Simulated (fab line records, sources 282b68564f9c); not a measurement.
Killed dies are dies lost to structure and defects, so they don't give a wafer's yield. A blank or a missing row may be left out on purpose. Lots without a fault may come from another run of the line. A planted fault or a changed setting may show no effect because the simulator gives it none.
fab line records | flow rit_cmos
record lots=6 wafers=18 last_day=7
route steps=202 shown SDANNEAL@156 PSD@157 NSD@158 PLDD@159 NLDD@160 SILICIDE@161 CONTACT@168 M1@202
lots that met no fault: from a run of the same line without faults
start_h: hours from the record's first day to the start of the lot's first wafer shown | wait_h: hours since the lot's step before | " the same as in the row above | L1.1+2: a row that stands for several wafers | - no value, or no start given | * or withheld: withheld | < > ~ a bound
route shown NAME@n: a module of which the file shows steps, and the number in the route of the first | usual: mean/standard deviation of fault-free wafers | same: alike in all rows | chamber/n: place in a boat | sites: the reading at each site | _std_site: their standard deviation | _edge_site: outer sites' mean less inner sites' | radius_mm: how far each site lies from the wafer's centre | mask NAME#n: copy n | behind: the tool/chamber that last shaped the wafer | hold: why the lot was held/for how many hours/how that ended | device: the transistor (n, p or np) that didn't switch | end of line: the same wafers' tests at the end of the route | a step without rows: its recipe alone | killed: dies lost to structure and defects at the first sort, not the wafer's yield | map: a wafer's dies, x killed, . not, _ none there
set.NAME: the setting as run; set.NAME@STEP: as run at that earlier step | model.NAME: the simulator's own value behind a step, which no gauge read
lots at some steps of the route; a table a step, a row a wafer
services: from which hour (start_h, from the record's first day; less than 0 if before it) a tool's chamber was out of use, for how many hours, and why
## steps
# step RIT_SDANNEAL_RTA_03
# recipe temp_c=1050 time_s=5 idle_temp_c=600 ramp_up_c_per_s=342 ramp_down_c_per_s=171 cool_to_c=600 ambient=N2
# usual chamber_o2_ppm=1.999/0.023 wafer_temp_C_max=1053.6/1.1
# columns lot.wafer tool chamber start_h wait_h chamber_o2_ppm wafer_temp_C_max
L116.2 rtp_anneal-02 0 64.84 0.0 1.984 1054.2
L116.3 " 0 " " 2.022 1052.2
L116.6 " 0 " " 2.043 1052.5
L117.1 rtp_anneal-01 0 68.32 0.0 1.995 1054.5
L117.3 " 0 " " 2.017 1054.9
L117.5 " 0 " " 1.979 1054.4
L123.1 rtp_anneal-02 0 99.82 0.0 2.031 1053.4
L123.3 " 0 " " 1.990 1054.8
L123.5 " 0 " " 1.995 1053.7
L125.4 rtp_anneal-01 0 107.48 0.0 1.960 1054.4
L125.5 " 0 " " 1.974 1054.9
L125.6 " 0 " " 1.974 1053.7
L131.1 rtp_anneal-01 0 131.15 0.0 1.988 1052.5
L131.3 " 0 " " 1.994 1054.4
L131.6 " 0 " " 1.972 1053.8
L136.2 rtp_anneal-02 0 160.97 0.0 2.019 1052.7
L136.4 " 0 " " 2.037 1052.9
L136.5 " 0 " " 1.983 1053.9
# step RIT_SDANNEAL_RS_MEAS_04
# recipe thk_meas_gauge=four-point-probe
# usual PSD_RS=116.14/0.29
# columns lot.wafer tool chamber start_h wait_h PSD_RS[ohm/sq]
L116.2 film_metro-01 - 64.91 0.1 116.52
L116.3 " - " " 116.17
L116.6 " - " " 116.56
L117.1 film_metro-02 - 68.38 0.0 116.43
L117.3 " - " " 116.03
L117.5 " - " " 115.60
L123.1 film_metro-02 - 99.88 0.0 116.27
L123.3 " - " " 116.49
L123.5 " - " " 116.10
L125.4 film_metro-03 - 107.57 0.1 115.97
L125.5 " - " " 115.66
L125.6 " - " " 115.84
L131.1 film_metro-01 - 131.21 0.0 116.78
L131.3 " - " " 116.47
L131.6 " - " " 116.66
L136.2 film_metro-01 - 161.04 0.1 116.13
L136.4 " - " " 116.13
L136.5 " - " " 115.88
# step RIT_SDANNEAL_RS_MEAS_05
# recipe thk_meas_gauge=four-point-probe
# usual NSD_RS=84.66/0.29
# columns lot.wafer tool chamber start_h wait_h NSD_RS[ohm/sq]
L116.2 film_metro-01 - 65.03 0.1 84.42
L116.3 " - " " 84.43
L116.6 " - " " 84.49
L117.1 film_metro-02 - 68.50 0.1 84.18
L117.3 " - " " 84.03
L117.5 " - " " 83.94
L123.1 film_metro-02 - 100.00 0.1 84.35
L123.3 " - " " 84.16
L123.5 " - " " 84.20
L125.4 film_metro-03 - 107.69 0.1 84.82
L125.5 " - " " 84.86
L125.6 " - " " 84.95
L131.1 film_metro-01 - 131.33 0.1 85.01
L131.3 " - " " 85.00
L131.6 " - " " 84.78
L136.2 film_metro-01 - 161.16 0.1 84.77
L136.4 " - " " 84.88
L136.5 " - " " 84.88
# step RIT_SDANNEAL_RS_MEAS_06
# recipe thk_meas_gauge=four-point-probe
# usual PLDD_RS=179.0/0.46
# columns lot.wafer tool chamber start_h wait_h PLDD_RS[ohm/sq]
L116.2 film_metro-01 - 65.15 0.1 179.7
L116.3 " - " " 178.7
L116.6 " - " " 179.5
L117.1 film_metro-02 - 68.62 0.1 179.7
L117.3 " - " " 179.4
L117.5 " - " " 179.2
L123.1 film_metro-02 - 100.12 0.1 178.9
L123.3 " - " " 179.2
L123.5 " - " " 178.8
L125.4 film_metro-03 - 107.81 0.1 178.9
L125.5 " - " " 179.1
L125.6 " - " " 179.5
L131.1 film_metro-01 - 131.45 0.1 179.4
L131.3 " - " " 179.7
L131.6 " - " " 179.6
L136.2 film_metro-01 - 161.28 0.1 179.4
L136.4 " - " " 179.2
L136.5 " - " " 179.1
# step RIT_SDANNEAL_RS_MEAS_07
# recipe thk_meas_gauge=four-point-probe
# usual NLDD_RS=151.9/0.53
# columns lot.wafer tool chamber start_h wait_h NLDD_RS[ohm/sq]
L116.2 film_metro-01 - 65.27 0.1 151.1
L116.3 " - " " 151.0
L116.6 " - " " 151.5
L117.1 film_metro-02 - 68.74 0.1 151.7
L117.3 " - " " 152.2
L117.5 " - " " 152.2
L123.1 film_metro-02 - 100.24 0.1 152.2
L123.3 " - " " 152.0
L123.5 " - " " 152.3
L125.4 film_metro-03 - 107.93 0.1 153.1
L125.5 " - " " 152.3
L125.6 " - " " 152.6
L131.1 film_metro-01 - 131.57 0.1 152.0
L131.3 " - " " 151.8
L131.6 " - " " 151.7
L136.2 film_metro-01 - 161.40 0.1 152.7
L136.4 " - " " 152.5
L136.5 " - " " 152.6
# step RIT_SILICIDE_WET_ETCH_00
# recipe chemistry=BOE target=SiO2 target_depth_nm=14 time_s=15 dry=n2_spin dilution=10:1 temp_c=21.5
# step RIT_SILICIDE_SPUTTER_01
# recipe material=Ti target_thk_nm=30 power_w=350 chamber_pressure_pa=0.667 gas=Ar time_s=240 substrate_temp_c=25
# usual throttle_valve_pct=30.3/0.93
# columns lot.wafer tool chamber start_h wait_h throttle_valve_pct
L116.2 pvd_sputter-03 - 65.38 0.0 31.1
L116.3 " - " " 31.6
L116.6 " - " " 29.2
L117.1 pvd_sputter-04 - 68.88 0.0 30.2
L117.3 " - " " 29.9
L117.5 " - " " 30.4
L123.1 pvd_sputter-03 - 100.38 0.0 30.5
L123.3 " - " " 31.2
L123.5 " - " " 30.8
L125.4 pvd_sputter-03 - 108.00 0.0 30.9
L125.5 " - " " 31.4
L125.6 " - " " 29.4
L131.1 pvd_sputter-03 - 131.86 0.0 31.5
L131.3 " - " " 29.1
L131.6 " - " " 30.6
L136.2 pvd_sputter-03 - 161.51 0.0 31.4
L136.4 " - " " 30.6
L136.5 " - " " 30.6
# step RIT_SILICIDE_RS_MEAS_02
# recipe thk_meas_gauge=four-point-probe reads=Ti_of_SILICIDE_SPUTTER_01
# usual SILICIDE_TI_RS=48.2/0.67
# columns lot.wafer tool chamber start_h wait_h SILICIDE_TI_RS[ohm/sq]
L116.2 film_metro-02 - 65.55 0.1 47.6
L116.3 " - " " 47.7
L116.6 " - " " 48.2
L117.1 film_metro-04 - 69.03 0.1 49.1
L117.3 " - " " 48.9
L117.5 " - " " 48.8
L123.1 film_metro-01 - 100.53 0.1 48.7
L123.3 " - " " 48.8
L123.5 " - " " 48.5
L125.4 film_metro-04 - 108.21 0.1 47.9
L125.5 " - " " 48.3
L125.6 " - " " 48.4
L131.1 film_metro-04 - 132.01 0.1 47.8
L131.3 " - " " 47.9
L131.6 " - " " 47.2
L136.2 film_metro-02 - 161.68 0.1 47.3
L136.4 " - " " 47.0
L136.5 " - " " 47.0
# step RIT_SILICIDE_THK_MEAS_03
# recipe thk_meas_gauge=xrf reads=Ti_of_SILICIDE_SPUTTER_01
# usual SILICIDE_TI_THK=30.0/0.37
# columns lot.wafer tool chamber start_h wait_h SILICIDE_TI_THK[nm]
L116.2 film_metro-02 - 65.66 0.1 30.2
L116.3 " - " " 30.2
L116.6 " - " " 30.0
L117.1 film_metro-04 - 69.15 0.1 29.5
L117.3 " - " " 29.4
L117.5 " - " " 29.7
L123.1 film_metro-01 - 100.65 0.1 29.6
L123.3 " - " " 29.7
L123.5 " - " " 29.9
L125.4 film_metro-04 - 108.30 0.1 30.1
L125.5 " - " " 29.8
L125.6 " - " " 29.9
L131.1 film_metro-04 - 132.13 0.1 30.4
L131.3 " - " " 30.3
L131.6 " - " " 30.5
L136.2 film_metro-02 - 161.79 0.1 30.5
L136.4 " - " " 30.5
L136.5 " - " " 30.3
# step RIT_SILICIDE_RTA_04
# recipe temp_c=650 time_s=10 idle_temp_c=25 ramp_up_s=5 ramp_down_s=5 cool_to_c=25 ambient=N2
# usual chamber_o2_ppm=1.998/0.021 wafer_temp_C_max=654.3/0.87
# columns lot.wafer tool chamber start_h wait_h chamber_o2_ppm wafer_temp_C_max
L116.2 rtp_anneal-01 0 65.72 0.1 2.005 654.0
L116.3 " 0 " " 2.009 654.5
L116.6 " 0 " " 2.003 654.6
L117.1 rtp_anneal-02 0 69.21 0.1 1.974 655.0
L117.3 " 0 " " 1.953 653.4
L117.5 " 0 " " 2.006 653.8
L123.1 rtp_anneal-01 0 100.71 0.1 2.011 653.3
L123.3 " 0 " " 2.014 653.7
L123.5 " 0 " " 1.994 654.1
L125.4 rtp_anneal-02 0 108.37 0.1 2.016 653.6
L125.5 " 0 " " 2.009 653.1
L125.6 " 0 " " 2.004 653.7
L131.1 rtp_anneal-02 0 132.19 0.1 2.051 655.0
L131.3 " 0 " " 1.991 654.0
L131.6 " 0 " " 1.967 653.4
L136.2 rtp_anneal-01 0 161.85 0.1 1.982 653.7
L136.4 " 0 " " 1.995 654.1
L136.5 " 0 " " 2.000 655.6
# step RIT_SILICIDE_WET_ETCH_05
# recipe chemistry=SPM target=Ti temp_c=90 time_s=120 dry=n2_spin
# step RIT_SILICIDE_RTA_06
# recipe temp_c=750 time_s=10 idle_temp_c=25 ramp_up_s=5 ramp_down_s=10 cool_to_c=25 ambient=N2
# usual chamber_o2_ppm=2.001/0.024 wafer_temp_C_max=754.7/0.94
# columns lot.wafer tool chamber start_h wait_h chamber_o2_ppm wafer_temp_C_max
L116.2 rtp_anneal-02 0 65.83 0.0 1.976 753.4
L116.3 " 0 " " 1.996 754.6
L116.6 " 0 " " 1.991 755.3
L117.1 rtp_anneal-01 0 69.32 0.0 1.971 755.6
L117.3 " 0 " " 1.989 753.8
L117.5 " 0 " " 2.009 753.3
L123.1 rtp_anneal-02 0 100.82 0.0 1.991 755.3
L123.3 " 0 " " 1.980 753.7
L123.5 " 0 " " 1.986 755.1
L125.4 rtp_anneal-01 0 108.52 0.0 1.999 755.0
L125.5 " 0 " " 2.028 755.9
L125.6 " 0 " " 2.013 755.6
L131.1 rtp_anneal-01 0 132.30 0.0 1.994 754.7
L131.3 " 0 " " 2.072 756.2
L131.6 " 0 " " 2.023 755.5
L136.2 rtp_anneal-02 0 161.96 0.0 1.997 754.4
L136.4 " 0 " " 2.017 754.7
L136.5 " 0 " " 1.991 754.1
# step RIT_CONTACT_CVD_00
# recipe material=SiO2 target_thk_nm=400 precursor=TEOS temp_c=390 time_s=61 rf_w=400
# usual heater_power_w=299/58 rf_fwd_power_W=396.1/1.6
# columns lot.wafer tool chamber start_h wait_h heater_power_w rf_fwd_power_W
L116.2 pecvd-04 1 65.88 0.0 293 393.6
L116.3 " 2 " " 309 396.5
L116.6 " 2 " " 313 395.6
L117.1 pecvd-03 0 69.39 0.1 201 395.9
L117.3 " 1 " " 344 394.9
L117.5 " 2 " " 224 396.3
L123.1 pecvd-01 2 100.89 0.1 - -
L123.3 " 0 " " - -
L123.5 " 0 " " - -
L125.4 pecvd-04 1 108.58 0.0 - -
L125.5 " 2 " " - -
L125.6 " 0 " " - -
L131.1 pecvd-04 2 132.37 0.1 307 397.1
L131.3 " 0 " " 403 397.4
L131.6 " 1 " " 278 396.1
L136.2 pecvd-01 2 162.02 0.0 315 397.7
L136.4 " 1 " " 249 394.5
L136.5 " 0 " " 289 393.7
# step RIT_M1_PROBE_99
# usual defect_limited_yield=97.4/1.1 killed_at_front_end=7/3 killed_dies=7/3 killed_open=3.2/1.9 killed_short=3.6/2.2 sort_bin_3_pad_short=0.1/0.24 sort_bin_5_function=1.5/0.78 sort_bin_6_memory=1.0/0.66 sort_n_pass=257/3 sort_yield_pct=97.4/1.1
# same gross_dies=264 killed_at_M0_to_M3=0 killed_at_M4_up=0 killed_at_back_side=0 killed_at_contacts=0 killed_at_other=0
# columns lot.wafer tool chamber start_h wait_h defect_limited_yield[%] killed_at_front_end killed_dies killed_open killed_short sort_bin_3_pad_short[%] sort_bin_5_function[%] sort_bin_6_memory[%] sort_n_pass sort_yield_pct[%]
L116.2 prober-01 - 72.38 0.1 98.1 5 5 2 2 0.4 0.4 1.1 259 98.1
L116.3 prober-01 - 72.43 0.2 97.7 6 6 5 0 0 1.9 0.4 258 97.7
L116.6 prober-01 - 72.58 0.2 96.6 9 9 3 5 0 1.9 1.5 255 96.6
L117.1 prober-02 - 75.88 0.1 99.2 2 2 1 1 0 0.4 0.4 262 99.2
L117.3 prober-02 - 75.98 0.2 96.6 9 9 2 7 0.4 1.5 1.5 255 96.6
L117.5 prober-02 - 76.08 0.2 98.9 3 3 1 2 0 1.1 0 261 98.9
L131.1 prober-02 - 138.99 0.1 96.6 9 9 4 5 0.4 2.3 0.8 255 96.6
L131.3 prober-02 - 139.09 0.2 94.7 14 14 5 9 0 2.3 3.0 250 94.7
L131.6 prober-02 - 139.24 0.2 97.0 8 8 4 4 0.4 1.9 0.8 256 97.0
L136.2 prober-01 - 168.49 0.1 96.2 10 10 5 5 0.4 2.3 1.1 254 96.2
L136.4 prober-01 - 168.59 0.2 95.5 12 12 4 8 0.4 2.3 1.9 252 95.5
L136.5 prober-01 - 168.64 0.2 98.1 5 5 3 2 0 1.5 0.4 259 98.1
# killed by level:class
L116.2 FOX1:geometric_particle:open=1 GATE:geometric_particle:open=1 GATE:geometric_particle:short=1 SILICIDE:geometric_particle:short=1 PSD:coat_microbubble_printed=1
L116.3 SPACER:geometric_particle:open=2 FOX1:geometric_particle:open=1 GATE:geometric_particle:open=1 SILICIDE:geometric_particle:open=1 PSD:coat_microbubble_printed=1
L116.6 SPACER:geometric_particle:open=2 SILICIDE:geometric_particle:short=2 FOX1:geometric_particle:open=1 FOX1:geometric_particle:short=1 GATE:geometric_particle:short=1 SPACER:geometric_particle:short=1 PSD:coat_microbubble_printed=1
L117.1 REOX:geometric_particle:short=1 SPACER:geometric_particle:open=1
L117.3 GATE:geometric_particle:short=4 FOX1:geometric_particle:short=3 GATE:geometric_particle:open=1 REOX:geometric_particle:open=1
L117.5 GATE:geometric_particle:short=2 GATE:geometric_particle:open=1
L131.1 GATE:geometric_particle:open=3 GATE:geometric_particle:short=3 ACTIVE:geometric_particle:short=1 FOX1:geometric_particle:open=1 SILICIDE:geometric_particle:short=1
L131.3 GATE:geometric_particle:short=4 SPACER:geometric_particle:short=4 GATE:geometric_particle:open=3 SPACER:geometric_particle:open=2 REOX:geometric_particle:short=1
L131.6 REOX:geometric_particle:open=3 GATE:geometric_particle:short=2 FOX1:geometric_particle:open=1 REOX:geometric_particle:short=1 SPACER:geometric_particle:short=1
L136.2 GATE:geometric_particle:short=3 GATE:geometric_particle:open=3 REOX:geometric_particle:short=1 REOX:geometric_particle:open=1 SPACER:geometric_particle:short=1 SPACER:geometric_particle:open=1
L136.4 FOX2:geometric_particle:short=2 GATE:geometric_particle:open=2 SPACER:geometric_particle:open=2 SILICIDE:geometric_particle:short=2 ACTIVE:geometric_particle:short=1 FOX1:geometric_particle:short=1 GATE:geometric_particle:short=1 SPACER:geometric_particle:short=1
L136.5 GATE:geometric_particle:open=2 GATE:geometric_particle:short=2 REOX:geometric_particle:open=1
## services
# columns tool chamber start_h hours kind
pecvd-04 - 43.63 0.3 repair
pvd_sputter-03 - 57.65 4.0 repair
pvd_sputter-04 - 58.31 7.3 repair
pecvd-01 - 59.05 5.5 pm
pecvd-03 - 62.97 1.3 repair
pvd_sputter-04 - 106.93 5.1 repair
pvd_sputter-04 - 143.46 11.7 repair
pvd_sputter-03 - 144.63 0.6 repair
## key
first_sign step=RIT_CONTACT_CVD_00 reading=tool_record direction=missing
effect none on later readings
met_at RIT_CONTACT_CVD_00
struck_wafers L123.1,L123.3,L123.5,L125.4,L125.5,L125.6
scrapped_behind RIT_CONTACT_THK_MEAS_01 L123.1,L123.3,L123.5,L125.4,L125.5,L125.6
onset_between 65.88 100.89
fault kind=skipped_step_whole tool=pecvd-01,pecvd-04 chamber=- onset_h=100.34 steps=RIT_CONTACT_CVD_00 scope=struck_lots_only
